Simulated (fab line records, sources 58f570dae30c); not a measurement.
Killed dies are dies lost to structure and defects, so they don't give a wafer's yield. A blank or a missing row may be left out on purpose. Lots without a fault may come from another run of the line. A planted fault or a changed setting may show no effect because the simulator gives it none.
Split-lot experiment | flow berkeley_cmos170 | 5 lots, 23 wafers read, on a route of 331 steps

THE SPLIT
At UCB170_V1_CVD_00 (deposits SiO2 from TEOS/O2, target thk 2000 nm, time 250 s), the setting time_s was moved away from the recipe's 250 s on 7 of the 23 wafers read, by -7.0% to +11.8%. The other wafers ran this setting at the recipe's value.

The file shows no step between the split and the reading.

THE READING
V1_TEOS_THK, in nm, at UCB170_V1_THK_MEAS_01. Fault-free wafers of this fab line usually give 2006 nm, standard deviation 28 nm.

wafer  | tool, chamber at the split | time_s as run, s | against the recipe | V1_TEOS_THK, nm | against lot-mates on the recipe
L074.1 | pecvd-01, 0                | 250              | recipe             | 1978            | -
L074.2 | pecvd-01, 2                | 250              | recipe             | 2026            | -
L074.3 | pecvd-01, 1                | 250              | recipe             | 1982            | -
L074.4 | pecvd-01, 0                | 250              | recipe             | 1988            | -
L074.6 | pecvd-01, 1                | 250              | recipe             | 2052            | -
L077.1 | pecvd-01, 0                | 233.9            | -6.4%              | 1853            | -176
L077.2 | pecvd-01, 2                | 250              | recipe             | 2017            | -
L077.3 | pecvd-01, 1                | 233.9            | -6.4%              | 1881            | -148
L077.4 | pecvd-01, 1                | 250              | recipe             | 2060            | -
L077.6 | pecvd-01, 0                | 250              | recipe             | 2009            | -
L082.1 | pecvd-04, 0                | 232.4            | -7.0%              | 1858            | -153
L082.2 | pecvd-04, 1                | 250              | recipe             | 2000            | -
L082.3 | pecvd-04, 2                | 232.4            | -7.0%              | 1839            | -172
L082.4 | pecvd-04, 1                | 250              | recipe             | 2022            | -
L082.5 | pecvd-04, 0                | 232.4            | -7.0%              | 1887            | -124
L083.1 | pecvd-01, 2                | 279.5            | +11.8%             | 2265            | +214
L083.2 | pecvd-01, 1                | 250              | recipe             | 2028            | -
L083.3 | pecvd-01, 2                | 250              | recipe             | 2072            | -
L083.4 | pecvd-01, 1                | 250              | recipe             | 2053            | -
L083.6 | pecvd-01, 1                | 279.5            | +11.8%             | 2297            | +246
L085.1 | pecvd-01, 2                | 250              | recipe             | 1983            | -
L085.3 | pecvd-01, 0                | 250              | recipe             | 1967            | -
L085.5 | pecvd-01, 2                | 250              | recipe             | 2029            | -

THE FIT
A straight line over all 23 wafers: V1_TEOS_THK changes by +22.4 nm for each +1% of time_s; r = +0.97; the points scatter about the line by 29 nm.
The same after taking each lot's own level away (the mean of its wafers on the recipe; 23 wafers): +20.8 nm for each +1%; r = +0.97; scatter 25 nm.
On that fit, the largest move of time_s shifts the reading by 2.5e+02 nm.
The lots' own levels span 1993.0 to 2051.0 nm, that is 2.1 times the standard deviation above.
So the lot-to-lot level changes the slope little: the two slopes agree.
Check: with one of the wafers moved furthest among these (+11.8%) left out of the fit, the line predicts +256 nm for it against its lot-mates. It came out at +214 nm against them.

THE WHOLE CHAIN: every reading that the file lists as answering this split, in the file's order
step                  | what it does                                               | reading                                                                   | change (the file's fit)              | r (the file's)
UCB170_V1_CVD_00      | deposits SiO2 from TEOS/O2, target thk 2000 nm, time 250 s | SiO2_of_V1_CVD_00.thk_nm (the simulator's own value, which no gauge read) | +20.9 nm for each +1% of the setting | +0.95
UCB170_V1_THK_MEAS_01 |                                                            | V1_TEOS_THK                                                               | +20.8 for each +1% of the setting    | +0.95

THE FILE'S OWN FIT
V1_TEOS_THK changes by +20.8 nm for each +1% of time_s, r = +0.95.
